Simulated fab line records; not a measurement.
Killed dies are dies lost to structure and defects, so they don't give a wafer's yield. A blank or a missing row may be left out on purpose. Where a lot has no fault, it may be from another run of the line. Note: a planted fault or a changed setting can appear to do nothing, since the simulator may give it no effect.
Comparing a struck lot with a sound one	flow berkeleyCmos170	16 steps out of a route of 331
Sound: these wafers, L997.1, L997.3, L997.6. The struck wafers were L102.1, L102.2, L102.4. The cause is given at the end.
For every step that has rows: the tool of each side, followed by ch and its chambers, followed by its first start. Under that, the readings that differ: sound wafers	struck wafers	difference of the means	sigmas: that difference in standard deviations of wafers without a fault.
alike: readings whose means differ by less than 2 such deviations, and words and numbers that are the same on both sides. not compared: withheld readings, readings that some wafer has no value for, bounds like >300 that may hide the same value, and numbers for which the record gives no deviation and whose values overlap.
The two part at a step that has a row with sigmas, a row that says differs or no value, or rows on one side only. Numbers that have no deviation but don't overlap get no sigmas and don't part them. A reading missing from all wafers of one side parts the sides only when that side holds two or more wafers.

UCB170_ACTIVE_OVL_MEAS_14:
  sound on overlay-02 at day 7 00:28; struck on overlay-01 at day 8 08:41
  alike: ACTIVE_OVL
UCB170_ACTIVE_ETCH_15: etches Si3N4 in CH3F/Ar/O2, stops on SiO2, target depth 242 nm, time 151 s.
  sound on rieDiel-01 ch 2,3, day 7 00:30; struck on rieDiel-03 ch 0,2,3, day 8 08:44
  alike: CH3F_flow_sccm, drypumpMotorCurrentA, mfcArSccm, oesProductAu, throttleValvePct
  not compared: rfHoursCounterH
UCB170_ACTIVE_STRIP_16: strips in O2.
  sound on plasmaAsher-04 ch 0, day 7 00:37; struck on plasmaAsher-02 ch 0,1, day 8 08:50
  alike: drypumpMotorCurrentA, o2FlowSccm, oesProductAu, stripTimeToEndpointS
  not compared: rfHoursCounterH
UCB170_ACTIVE_CD_MEAS_90: the cd target is 1200 nm.
  sound on cdSem-02 at day 7 00:43; struck on cdSem-01 at day 8 08:56
  alike: cdNm
then, 7 steps without rows for these wafers: UCB170_ACTIVE_CLEAN_17 (cleans in SPM, time 600 s); UCB170_PFIELD_HMDS_00 (prime time 60 s); UCB170_PFIELD_COAT_01 (resist thk 900 nm); UCB170_PFIELD_SOFTBAKE_02 (time 60 s); UCB170_PFIELD_EXPOSE_03 (exposes mask PFIELD, target cd 1500 nm); UCB170_PFIELD_PEB_04; UCB170_PFIELD_DEVELOP_05 (develop time 45 s).
UCB170_PFIELD_OVL_MEAS_06:
  sound on overlay-02 at day 7 04:01; struck on overlay-01 at day 8 10:11
  alike: PFIELD_OVL
UCB170_PFIELD_IMPLANT_07:
  sound on implanter-04 ch 0, day 7 04:04; struck on implanter-04 ch 0, day 8 10:13
reading	sound	struck	difference	sigmas
doseIonsCm2	2.0034e+13 2.0004e+13 1.9981e+13	1.1225e+13 1.1221e+13 1.1239e+13	-8.7780e+12	-99 or more
faradayCurrentUA	61.9 63.4 63.0	35.6 36.8 36.3	-26.5	-20
UCB170_PFIELD_STRIP_08: strips in O2.
  sound on plasmaAsher-03 ch 0,1, day 7 04:13; struck on plasmaAsher-04 ch 0,1, day 8 10:22
  alike: drypumpMotorCurrentA, o2FlowSccm, oesProductAu, stripTimeToEndpointS
  not compared: rfHoursCounterH
UCB170_PFIELD_TW_MEAS_09:
  sound on filmMetro-01 at day 7 04:19; struck on filmMetro-01 at day 8 10:42
reading	sound	struck	difference	sigmas
PFIELD_TW	602 602 599	498 503 502	-100	-32
  not compared: hold
next, for these wafers, 1 step has no rows: UCB170_M3_PROBE_99.

## WHERE THEY PART
Earliest at UCB170_PFIELD_IMPLANT_07; latest, in this record, at UCB170_PFIELD_TW_MEAS_09.

WHY: what had been put in by the simulator
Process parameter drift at UCB170_PFIELD_IMPLANT_07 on implanter-04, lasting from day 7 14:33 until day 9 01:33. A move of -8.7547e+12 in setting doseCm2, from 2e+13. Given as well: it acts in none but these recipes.
